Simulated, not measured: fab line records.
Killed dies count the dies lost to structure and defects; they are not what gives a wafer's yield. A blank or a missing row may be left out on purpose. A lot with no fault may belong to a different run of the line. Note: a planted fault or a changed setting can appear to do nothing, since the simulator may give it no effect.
Problem report in the 8D (eight disciplines) form, filled by code	flow berkeley cmos170	the parts of the form that need people (team, actions taken, sign-off) are left out

1. WHAT IS WRONG
At UCB170_M1_METAL_ETCH_12, chamber pressure mTorr averages 17.997 mTorr over 6 wafers from 2 lots, while fault-free wafers read 12.000 mTorr, standard deviation 0.011. That is +99 or more standard deviations from the usual mean.
The step: etches Al in Cl2/BCl3, stops on PSG, target depth 780 nm, time 130 s.
First observed at day 11 01:49: wafer L877.2, on rie metal-03. Wafers with a number at this step in the record: 42, from 14 lots. Rule for "out" (also "out of limits"): further than 4 standard deviations from the usual mean. Any other wafer with a number is counted as sound.

2. WHAT IT IS, WHAT IT ISN'T
question	is	is not
which readings at this step	chamber pressure mTorr	drypump motor current A, oes product au, throttle valve pct
which lots	L877, L878	L857, L859, L860, L861, L863, L865, L867, L868, L869, L870, L879, L880
which wafers of those lots	all that have a number	-
read on which tools	rie metal-03	rie metal-01, rie metal-04
when	from day 11 01:49	up to then (30 sound wafers); but 6 sound wafers of L879, L880 came after

3. SUSPECTS, AND WHAT RULES EACH OUT
Counting: a tool at any process step up to the reading remains a suspect when it ran all the lots that are out and ran no sound lot after the first of those.
- rie diel-04 at UCB170_CONTACT_ETCH_17 (etches BARC in N2/H2): ruled out as a lasting fault. After its first lot that is out, L877 (day 10 23:39), sound lots L879 ran on it.
- rie metal-03 at UCB170_M1_METAL_ETCH_12 (etches Al in Cl2/BCl3, stops on PSG, target depth 780 nm, time 130 s): kept. It ran every lot that is out, first L877 (day 11 01:49), and no sound lot after that; its last sound lot up to then is L869 (day 9 03:00). Out on those wafers are its own readings of chamber pressure mTorr.
The count leaves rie metal-03 at UCB170_M1_METAL_ETCH_12.

4. THE CAUSE (what the simulator had put in)
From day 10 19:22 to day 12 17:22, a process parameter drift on rie metal-03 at UCB170_M1_METAL_ETCH_12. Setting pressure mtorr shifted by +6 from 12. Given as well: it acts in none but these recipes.
Only this tool survived the counting.

5. THE CHAIN OF EFFECTS, in route order
Each row: a reading where the mean over the struck wafers with a number is more than 3 standard deviations away from the usual. Only readings whose record carries a usual standard deviation are examined. hours: median over the lots of the time between each lot's start at the first step of this table that gives one and its start at this step. sigmas: the change, counted in usual standard deviations.
hours	step	reading	usual	on struck wafers	change	sigmas
0	UCB170_M1_METAL_ETCH_12	chamber pressure mTorr	12.000 mTorr	17.997	+5.997	+99 or more
It contains these process steps:
- UCB170_M1_METAL_ETCH_12: etches Al in Cl2/BCl3, stops on PSG, target depth 780 nm, time 130 s.

6. HOW IT WOULD HAVE BEEN CAUGHT EARLIER
In this record the first reading out of limits was taken at day 11 01:49, 6 hours after the fault began at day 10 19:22.
